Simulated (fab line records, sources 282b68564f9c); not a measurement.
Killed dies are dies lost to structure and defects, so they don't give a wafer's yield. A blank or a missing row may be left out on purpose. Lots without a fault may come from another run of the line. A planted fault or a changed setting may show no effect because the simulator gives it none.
Split-lot experiment | flow rit_cmos | 5 lots, 23 wafers read, on a route of 202 steps

THE SPLIT
At RIT_ACTIVE_OXIDATION_01 (target thk 46.8 nm, ox time 3360 s), the setting temp_c was moved away from the recipe's 1000 C on 20 of the 23 wafers read, by -3.0% to +2.3%. The other wafers ran this setting at the recipe's value.

The file shows no step between the split and the reading.

THE READING
ACTIVE_OXIDE_THK, in nm, at RIT_ACTIVE_THK_MEAS_02. Fault-free wafers of this fab line usually give 46.0 nm, standard deviation 1.1 nm.

wafer  | tool, chamber at the split | temp_c as run, C | against the recipe | ACTIVE_OXIDE_THK, nm | against lot-mates on the recipe
L075.1 | -, -                       | 1012             | +1.2%              | 51.8                 | no lot-mate on the recipe
L075.2 | -, -                       | 1012             | +1.2%              | 51.7                 | no lot-mate on the recipe
L075.4 | -, -                       | 1012             | +1.2%              | 51.4                 | no lot-mate on the recipe
L075.5 | -, -                       | 1012             | +1.2%              | 51.5                 | no lot-mate on the recipe
L075.6 | -, -                       | 1012             | +1.2%              | 51.2                 | no lot-mate on the recipe
L078.1 | -, -                       | 970.4            | -3.0%              | 35.2                 | no lot-mate on the recipe
L078.2 | -, -                       | 970.4            | -3.0%              | 34.9                 | no lot-mate on the recipe
L078.3 | -, -                       | 970.4            | -3.0%              | 35.1                 | no lot-mate on the recipe
L078.5 | -, -                       | 970.4            | -3.0%              | 34.6                 | no lot-mate on the recipe
L078.6 | -, -                       | 970.4            | -3.0%              | 34.9                 | no lot-mate on the recipe
L080.1 | -, -                       | 1023             | +2.3%              | 59.1                 | no lot-mate on the recipe
L080.2 | -, -                       | 1023             | +2.3%              | 59.1                 | no lot-mate on the recipe
L080.3 | -, -                       | 1023             | +2.3%              | 58.6                 | no lot-mate on the recipe
L080.4 | -, -                       | 1023             | +2.3%              | 59.1                 | no lot-mate on the recipe
L080.5 | -, -                       | 1023             | +2.3%              | 58.5                 | no lot-mate on the recipe
L081.1 | -, -                       | 989              | -1.1%              | 42.8                 | no lot-mate on the recipe
L081.2 | -, -                       | 989              | -1.1%              | 43.5                 | no lot-mate on the recipe
L081.3 | -, -                       | 989              | -1.1%              | 42.1                 | no lot-mate on the recipe
L081.5 | -, -                       | 989              | -1.1%              | 42.5                 | no lot-mate on the recipe
L081.6 | -, -                       | 989              | -1.1%              | 41.9                 | no lot-mate on the recipe
L082.1 | furnace-01, 0              | 1000             | recipe             | 45.8                 | -
L082.3 | furnace-01, 0              | 1000             | recipe             | 45.3                 | -
L082.6 | furnace-01, 0              | 1000             | recipe             | 45.6                 | -

THE FIT
A straight line over all 23 wafers: ACTIVE_OXIDE_THK changes by +4.4 nm for each +1% of temp_c; r = +0.99; the points scatter about the line by 1.2 nm.
Too few moved wafers have a lot-mate on the recipe to fit a line with each lot's own level taken away.

THE WHOLE CHAIN: every reading that the file lists as answering this split, in the file's order
step                    | what it does                                                        | reading                                                                             | change (the file's fit)              | r (the file's)
RIT_ACTIVE_OXIDATION_01 | target thk 46.8 nm, ox time 3360 s                                  | SiO2_of_ACTIVE_OXIDATION_01.thk_nm (the simulator's own value, which no gauge read) | +4.4 nm for each +1% of the setting  | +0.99
RIT_ACTIVE_THK_MEAS_02  |                                                                     | ACTIVE_OXIDE_THK                                                                    | +4.4 for each +1% of the setting     | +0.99
RIT_ACTIVE_ETCH_13      | etches Si3N4 in SF6, stops on SiO2, time 210 s, target depth 210 nm | SiO2_of_ACTIVE_OXIDATION_01.thk_nm (the simulator's own value, which no gauge read) | +4.23 nm for each +1% of the setting | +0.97
RIT_FOX2_WET_ETCH_03    | etches Si3N4 in H3PO4, target depth 195 nm, time 2700 s             | SiO2_of_ACTIVE_OXIDATION_01.thk_nm (the simulator's own value, which no gauge read) | +3.7 nm for each +1% of the setting  | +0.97
RIT_M1_PROBE_99         |                                                                     | etest.nldd.width_nm (the simulator's own value, which no gauge read)                | -44.4 nm for each +1% of the setting | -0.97
RIT_M1_PROBE_99         |                                                                     | etest.pldd.width_nm (the simulator's own value, which no gauge read)                | -44.8 nm for each +1% of the setting | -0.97

THE FILE'S OWN FIT
ACTIVE_OXIDE_THK changes by +4.4 nm for each +1% of temp_c, r = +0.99.
